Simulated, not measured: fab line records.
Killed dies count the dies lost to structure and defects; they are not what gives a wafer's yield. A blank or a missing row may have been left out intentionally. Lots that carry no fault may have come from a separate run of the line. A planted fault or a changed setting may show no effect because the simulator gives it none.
A lot that was struck, set against a sound lot ; flow rit-cmos ; 17 out of 202 route steps
Sound: wafers L588.2, L588.3, L588.6. The struck wafers were L601.1, L601.2, L601.3. At the end, the cause is stated.
Per side, at each step with rows, come the tool, then ch with its chambers, and then its first start. Under that, the readings that differ: sound wafers ; struck wafers ; difference of the means ; sigmas: that difference in standard deviations of wafers without a fault.
alike: readings with means less than 2 such deviations apart, plus words and numbers identical on both sides. not compared: withheld readings, readings lacking a value on some wafer, bounds such as >300 that could conceal the same value, and numbers that have no deviation in the record and whose values overlap.
Wherever a step has rows on one side only, a row that says differs or no value, or a row with sigmas, the two part there. Numbers that don't overlap but have no deviation are shown without sigmas and don't part them. Lack of a reading on every wafer of one side parts them only where that side has two or more wafers.

first, 2 steps without rows for these wafers: RIT_ACTIVE_CLEAN_17 (cleans in SC2, time 600 s); RIT_FOX1_OXIDATION_00 (target thk 350.7 nm, ox time 1130 s).
RIT_FOX1_THK_MEAS_01:
  sound on film-metro-03, day 1 19:23; struck on film-metro-02, day 4 13:44
  alike: FOX1_OXIDE_THK
then, 2 steps without rows for these wafers: RIT_FOX1_WET_ETCH_02 (etches SiO2 in BOE, target depth 350 nm, time 390 s); RIT_FOX2_OXIDATION_00 (target thk 350.7 nm, ox time 1130 s).
RIT_FOX2_THK_MEAS_01:
  sound on film-metro-03, day 1 21:07; struck on film-metro-02, day 4 19:04
reading;sound;struck;difference;sigmas
FOX2_OXIDE_THK (nm);351 350 354;334 333 336;-17;-3
then, 2 steps without rows for these wafers: RIT_FOX2_CLEAN_02 (cleans in dHF, time 180 s); RIT_FOX2_WET_ETCH_03 (etches Si3N4 in H3PO4, target depth 195 nm, time 2700 s).
RIT_FOX2_THK_MEAS_90:
  sound on film-metro-02, day 1 22:04; struck on film-metro-01, day 4 19:56
reading;sound;struck;difference;sigmas
FIELD_OXIDE_LEFT_1_THK (nm);323 322 326;307 305 308;-17;-3
then, 3 steps without rows for these wafers: RIT_NWELL_HMDS_00 (prime time 60 s); RIT_NWELL_COAT_01 (resist thk 1300 nm); RIT_NWELL_SOFTBAKE_02 (time 60 s).
RIT_NWELL_EXPOSE_03: exposes mask M2, target cd 43900 nm.
  sound on iline-stepper-01 ch 0, day 1 22:35; struck on iline-stepper-01 ch 0, day 4 20:35
reading;sound;struck;difference;sigmas
model.NWELL.overlay-x-nm (nm);-1.572 -1.572 -1.572;5135 5135 5135;+5137;
  alike: mask
then, 2 steps without rows for these wafers: RIT_NWELL_PEB_04; RIT_NWELL_DEVELOP_05 (develop time 68 s).
RIT_NWELL_OVL_MEAS_06:
  sound on overlay-01, day 1 23:00; struck on overlay-01, day 4 21:13
reading;sound;struck;difference;sigmas
NWELL_OVL (nm);-0.9 -2.3 0.1;- - -;no value on the struck wafers;
  not compared: hold
RIT_M1_PROBE_99:
  the record holds rows for the sound wafers here (prober-02, day 3 13:15) but none for the struck ones

WHERE THEY PART
First at RIT_FOX2_THK_MEAS_01; last, within this record, at RIT_M1_PROBE_99.

WHY: the cause the simulator had injected
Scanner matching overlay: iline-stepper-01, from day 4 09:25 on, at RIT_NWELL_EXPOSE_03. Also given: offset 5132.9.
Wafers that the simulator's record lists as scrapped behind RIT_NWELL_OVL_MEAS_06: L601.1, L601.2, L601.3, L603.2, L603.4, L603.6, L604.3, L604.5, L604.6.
